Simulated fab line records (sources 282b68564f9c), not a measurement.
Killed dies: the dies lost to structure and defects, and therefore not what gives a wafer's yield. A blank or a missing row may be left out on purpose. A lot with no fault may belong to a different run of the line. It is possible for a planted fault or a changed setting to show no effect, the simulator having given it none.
A struck lot beside a sound one -- flow rit_cmos -- 26 steps out of a route of 202
Sound: the wafers L497.2, L497.4, L497.5. Struck: wafers L509.4, L509.6. (L509.3 of the same lot was not struck and is left out.) The cause comes at the end.
Order at every step that has rows: each side's tool, ch and its chambers, its first start. Under that, the readings that differ: sound wafers -- struck wafers -- difference of the means -- sigmas: that difference in standard deviations of wafers without a fault.
alike: readings whose means differ by less than 2 such deviations, and words and numbers that are the same on both sides. not compared: withheld readings, readings that some wafer has no value for, bounds like >300 that may hide the same value, and numbers for which the record gives no deviation and whose values overlap.
The two part at a step that has a row with sigmas, a row that says differs or no value, or rows on one side only. Numbers that don't overlap but have no deviation are shown without sigmas and don't part them. A reading that every wafer of one side lacks parts them only if that side has two wafers or more.

first, 4 steps without rows for these wafers: RIT_CONTACT_SOFTBAKE_04 (time 60 s); RIT_CONTACT_EXPOSE_05 (exposes mask M11, target cd 1000 nm); RIT_CONTACT_PEB_06; RIT_CONTACT_DEVELOP_07 (develop time 123.9 s).
RIT_CONTACT_CD_MEAS_08: the cd target is 1000 nm.
  sound: cd_sem-01 at day 3 19:26; struck: cd_sem-01 at day 6 09:54
  alike: cd_nm
RIT_CONTACT_OVL_MEAS_09:
  sound: overlay-01 at day 3 19:32; struck: overlay-01 at day 6 09:59
  alike: CONTACT_OVL
then, 1 step without rows for these wafers: RIT_CONTACT_HARDBAKE_10 (time 60 s).
RIT_CONTACT_ETCH_11: etches SiO2 in CHF3/CF4/Ar, stops on TiSi2, target depth 480 nm, time 320 s.
  sound on rie_diel-01 ch 0,1,3, day 3 19:43; struck on rie_diel-03 ch 1,2, day 6 10:10
  alike: CHF3_flow_sccm, drypump_motor_current_A, oes_product_au, throttle_valve_pct
  not compared: rf_hours_counter_h
RIT_CONTACT_STRIP_12: strips in O2, time 180 s.
  sound on plasma_asher-04 ch 1, day 3 19:55; struck on plasma_asher-01 ch 0,1, day 6 10:25
  alike: drypump_motor_current_A
  not compared: rf_hours_counter_h
RIT_CONTACT_CD_MEAS_90: the cd target is 1000 nm.
  sound: cd_sem-02 at day 3 20:07; struck: cd_sem-01 at day 6 10:35
  alike: cd_nm
then, 2 steps without rows for these wafers: RIT_CONTACT_CLEAN_13 (cleans in SC1, time 600 s); RIT_CONTACT_CLEAN_14 (cleans in SC2, time 600 s).
RIT_M1_SPUTTER_00: material Al, target thk 400 nm, time 500 s.
  sound: pvd_sputter-04 at day 3 20:34; struck: pvd_sputter-04 at day 6 11:01
reading,sound,struck,difference,sigmas
model.Al_of_M1_SPUTTER_00.thk_nm (nm),400.7 400.2 402.8,477.9 475.6,+75.5,
  alike: throttle_valve_pct
RIT_M1_RS_MEAS_01: the measuring method here is four-point-probe.
  sound: film_metro-02 at day 3 20:53; struck: film_metro-02 at day 6 11:38
reading,sound,struck,difference,sigmas
M1_AL_RS (ohm/sq),0.0733 0.0734 0.0730,0.0614 0.0617,-0.0117,-16
  not compared: hold
RIT_M1_THK_MEAS_02: measures by xrf.
  sound: film_metro-02 at day 3 21:00; struck: film_metro-02 at day 6 16:14
reading,sound,struck,difference,sigmas
M1_AL_THK (nm),397 397 398,478 472,+78,+16
  not compared: hold
then, 5 steps without rows for these wafers: RIT_M1_COAT_04 (resist thk 1300 nm); RIT_M1_SOFTBAKE_05 (time 60 s); RIT_M1_EXPOSE_06 (exposes mask M12, target cd 2600 nm); RIT_M1_PEB_07; RIT_M1_DEVELOP_08 (develop time 68 s).
RIT_M1_CD_MEAS_09: the cd target is 2600 nm.
  sound: cd_sem-01 at day 3 22:05; struck: cd_sem-02 at day 6 21:13
  alike: cd_nm
RIT_M1_OVL_MEAS_10:
  sound: overlay-01 at day 3 22:11; struck: overlay-01 at day 6 21:18
  alike: M1_OVL
then, 1 step without rows for these wafers: RIT_M1_HARDBAKE_11 (time 120 s).
RIT_M1_METAL_ETCH_12: etches Al in Cl2/BCl3, stops on SiO2, time 165 s, target depth 600 nm.
  sound on rie_metal-04 ch 0,1, day 3 22:28; struck on rie_metal-04 ch 0,1, day 6 21:38
reading,sound,struck,difference,sigmas
oes_product_au (a.u.),0.744 0.747 0.766,0.844 0.825,+0.082,+7
  alike: drypump_motor_current_A, throttle_valve_pct
  not compared: rf_hours_counter_h
then, 1 step without rows for these wafers: RIT_M1_STRIP_13 (strips in nmp, time 600 s).
RIT_M1_PROBE_99:
  sound: prober-01 at day 4 01:29; struck: prober-01 at day 7 01:11
reading,sound,struck,difference,sigmas
hold,- - -,await_dispo/0.9h/release await_dispo/0.9h/release,no value on the sound wafers,
killed_at_M0_to_M3,1 0 0,0 0,+0,-2
  alike: defect_limited_yield, killed_at_contacts, killed_at_front_end, killed_dies, killed_open, killed_short, sort_bin_3_pad_short, sort_bin_5_function, sort_bin_6_memory, sort_n_pass, sort_yield_pct

== WHERE THEY PART ==
Last at RIT_M1_PROBE_99 as far as this record goes, first at RIT_M1_RS_MEAS_01.

WHY: whatever the simulator had introduced
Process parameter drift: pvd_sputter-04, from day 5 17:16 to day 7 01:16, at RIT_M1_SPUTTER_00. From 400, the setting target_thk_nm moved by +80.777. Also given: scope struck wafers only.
